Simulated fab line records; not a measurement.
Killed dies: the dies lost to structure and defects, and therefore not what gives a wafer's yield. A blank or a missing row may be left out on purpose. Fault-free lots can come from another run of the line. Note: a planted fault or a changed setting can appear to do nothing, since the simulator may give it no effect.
Which tool did it?	flow berkeley-cmos170	14 lots with 42 wafers sampled at 6 steps, on a route of 331 steps

== WHAT EACH GAUGE READ, for each wafer ==
UCB170_V1_THK_MEAS_04. Usual: V1_POLISHED_THK 999.8 nm, standard deviation 1.2.
lot	measured	on	V1_POLISHED_THK (nm)	flag
L319	day 6 22:49	film-metro-04	999.2 1001.1 999.9	
L323	day 7 19:32	film-metro-02	999.4 999.4 1000.6	
L322	day 7 19:50	film-metro-04	1002.2 1001.9 1001.4	
L324	day 8 02:51	film-metro-03	998.4 998.5 999.1	
L327	day 8 02:52	film-metro-04	1002.3 998.4 1000.1	
L326	day 8 03:09	film-metro-03	998.1 997.9 998.8	
L329	day 9 01:56	film-metro-04	1000.2 1000.6 1000.8	
L335	day 10 20:53	film-metro-03	999.0 996.7 998.5	
L336	day 11 00:49	film-metro-02	1000.5 999.9 999.8	
L338	day 11 00:50	film-metro-03	997.9 999.4 999.2	
L337	day 11 01:07	film-metro-03	998.9 999.8 1000.0	
L339	day 11 09:19	film-metro-04	1000.3 1001.8 998.1	
L340	day 11 09:29	film-metro-02	1001.5 999.4 1002.2	
L341	day 11 21:32	film-metro-02	999.0 998.8 1000.0	

UCB170_V1_CD_MEAS_90: the cd target is 700 nm. Usual: cd-nm reads 699.7 nm (standard deviation 1.7).
lot	measured	on	cd-nm (nm)	flag
L319	day 7 01:56	cd-sem-01	699.7 697.3 698.7	
L323	day 7 21:17	cd-sem-01	699.4 697.8 700.6	
L322	day 7 21:32	cd-sem-01	699.0 699.7 701.5	
L324	day 8 04:53	cd-sem-02	698.8 697.5 698.2	
L327	day 8 05:11	cd-sem-02	701.3 701.1 701.5	
L326	day 8 05:23	cd-sem-02	700.9 700.2 698.5	
L329	day 9 04:27	cd-sem-01	700.6 701.1 703.2	
L335	day 10 22:25	cd-sem-01	699.8 699.9 699.7	
L336	day 11 02:23	cd-sem-02	701.1 700.2 701.3	
L338	day 11 02:40	cd-sem-01	699.2 699.7 699.2	
L337	day 11 06:35	cd-sem-01	699.0 699.6 698.6	
L339	day 11 10:52	cd-sem-01	702.0 702.2 700.5	
L340	day 11 11:34	cd-sem-01	699.7 700.5 701.2	
L341	day 11 23:11	cd-sem-01	699.3 700.1 699.6	

UCB170_M3_RS_MEAS_02: measures by four-point-probe. Usual: M3_AL_RS 0.0320 ohm/sq, standard deviation 0.00035.
lot	measured	on	M3_AL_RS (ohm/sq)	flag
L319	day 7 07:23	film-metro-01	0.0319 0.0318 0.0317	
L323	day 8 03:02	film-metro-01	0.0316 0.0318 0.0318	
L322	day 8 03:37	film-metro-04	0.0315 0.0316 0.0317	
L324	day 8 10:10	film-metro-03	0.0324 0.0321 0.0322	
L327	day 8 10:38	film-metro-03	- - -	OFF
L326	day 8 11:07	film-metro-01	- - -	OFF
L329	day 9 09:48	film-metro-04	0.0314 0.0313 0.0318	
L335	day 11 03:43	film-metro-04	0.0319 0.0324 0.0322	
L336	day 11 08:10	film-metro-03	0.0319 0.0318 0.0318	
L338	day 11 08:25	film-metro-04	0.0319 0.0321 0.0320	
L337	day 11 13:04	film-metro-03	0.0321 0.0325 0.0321	
L339	day 11 16:36	film-metro-03	0.0327 0.0325 0.0326	
L340	day 11 17:22	film-metro-01	0.0324 0.0329 0.0329	
L341	day 12 04:37	film-metro-01	0.0321 0.0320 0.0322	

UCB170_M3_THK_MEAS_03: measures by xrf. Usual: M3_AL_THK 913 nm, standard deviation 10.
lot	measured	on	M3_AL_THK (nm)	flag
L319	day 7 07:30	film-metro-01	917 920 920	
L323	day 8 03:10	film-metro-01	932 928 925	
L322	day 8 03:44	film-metro-04	933 928 924	
L324	day 8 10:17	film-metro-03	902 911 907	
L327	day 8 10:44	film-metro-03	<0 <0 <0	OFF
L326	day 8 11:14	film-metro-01	<0 <0 <0	OFF
L329	day 9 09:53	film-metro-04	921 920 908	
L335	day 11 03:49	film-metro-04	913 903 906	
L336	day 11 08:17	film-metro-03	916 919 914	
L338	day 11 08:31	film-metro-04	917 916 909	
L337	day 11 13:10	film-metro-03	910 897 912	
L339	day 11 16:43	film-metro-03	894 901 896	
L340	day 11 17:29	film-metro-01	900 890 899	
L341	day 12 04:44	film-metro-01	909 914 910	

UCB170_M3_OVL_MEAS_16. Usual: M3_OVL -2 nm, standard deviation 5.6.
lot	measured	on	M3_OVL (nm)	flag
L319	day 7 11:27	overlay-02	7 6 -2	
L323	day 8 05:31	overlay-01	6 9 5	
L322	day 8 06:05	overlay-02	5 -10 1	
L324	day 8 12:37	overlay-02	2 0 1	
L327	day 8 12:54	overlay-01	8 0 -2	
L326	day 8 13:29	overlay-02	2 -9 0	
L329	day 9 11:41	overlay-01	1 -7 -6	
L335	day 11 06:32	overlay-01	-13 -7 -11	
L336	day 11 11:36	overlay-01	-4 -6 -5	
L338	day 11 11:22	overlay-02	-6 -9 -10	
L337	day 11 15:27	overlay-02	-3 1 -9	
L339	day 11 18:50	overlay-01	2 -5 1	
L340	day 11 19:40	overlay-01	-7 -12 -11	
L341	day 12 06:36	overlay-01	4 10 -1	

== TOOL THAT RAN EACH LOT (tool first, then ch and the chambers of the sampled wafers, then the start) ==
lot	UCB170_M3_SPUTTER_01
L319	pvd-sputter-02, day 7 07:18
L323	pvd-sputter-02, day 8 02:58
L322	pvd-sputter-03, day 8 03:32
L324	pvd-sputter-02, day 8 10:04
L327	pvd-sputter-01, day 8 10:31
L326	pvd-sputter-03, day 8 11:02
L329	pvd-sputter-03, day 9 09:40
L335	pvd-sputter-01, day 11 03:36
L336	pvd-sputter-03, day 11 08:04
L338	pvd-sputter-01, day 11 08:17
L337	pvd-sputter-03, day 11 12:57
L339	pvd-sputter-01, day 11 16:30
L340	pvd-sputter-03, day 11 17:16
L341	pvd-sputter-01, day 12 04:32
- UCB170_M3_SPUTTER_01: material Al, target thk 900 nm, time 120 s.

== WHAT THE TOOLS THEMSELVES READ (means of the sampled wafers that have a number; where no wafer has one, the mark that the record gives instead) ==
UCB170_M3_SPUTTER_01. Usual: cathode-dc-power-W 6000.0 W, standard deviation 0.93; chamber-pressure-pa 0.5000 Pa, standard deviation 0.00099; throttle-valve-pct 29.3 %, standard deviation 1.1.
lot	tool	cathode-dc-power-W (W)	chamber-pressure-pa (Pa)	throttle-valve-pct (%)	flag
L319	pvd-sputter-02	5999.9	0.4995	30.5	
L323	pvd-sputter-02	5999.4	0.4997	30.2	
L322	pvd-sputter-03	5999.0	0.5008	27.9	
L324	pvd-sputter-02	5999.8	0.4986	30.3	
L327	pvd-sputter-01	-	-	-	OFF
L326	pvd-sputter-03	-	-	-	OFF
L329	pvd-sputter-03	6000.0	0.4996	27.7	
L335	pvd-sputter-01	6000.0	0.4994	30.2	
L336	pvd-sputter-03	6000.3	0.5000	28.1	
L338	pvd-sputter-01	5999.2	0.5004	29.8	
L337	pvd-sputter-03	5999.3	0.4995	27.7	
L339	pvd-sputter-01	5999.9	0.5001	29.9	
L340	pvd-sputter-03	6000.6	0.4990	28.1	
L341	pvd-sputter-01	6000.2	0.4999	30.0	

== THE ANSWER, worked out from the rows above alone ==
Rule: take the mean of a lot's wafers that have a number; if it is more than 3 standard deviations from the usual mean, the lot is off. A lot without any number at a reading at which 4 lots or more have one is off too. The other lots that the step has rows for count as sound. First the gauges in route order, then the tools' own readings, where a lot's mean is used as printed above. At the first step where some lot is off, the reading lying furthest off is the one used; lots without a number count as furthest.
Off: L327, L326, at UCB170_M3_RS_MEAS_02 (M3_AL_RS). Without a number there: L327, L326.
If a tool, at a process step before that reading, ran all the lots that are off and no sound lot after the first of them, it fits. The gauges at UCB170_M3_RS_MEAS_02 aren't tried: what is off there is off at UCB170_M3_SPUTTER_01 too, on other tools, and a gauge's error can't cause that. No candidate that was tried fits.

== WHAT THE SIMULATOR HAD PUT IN ==
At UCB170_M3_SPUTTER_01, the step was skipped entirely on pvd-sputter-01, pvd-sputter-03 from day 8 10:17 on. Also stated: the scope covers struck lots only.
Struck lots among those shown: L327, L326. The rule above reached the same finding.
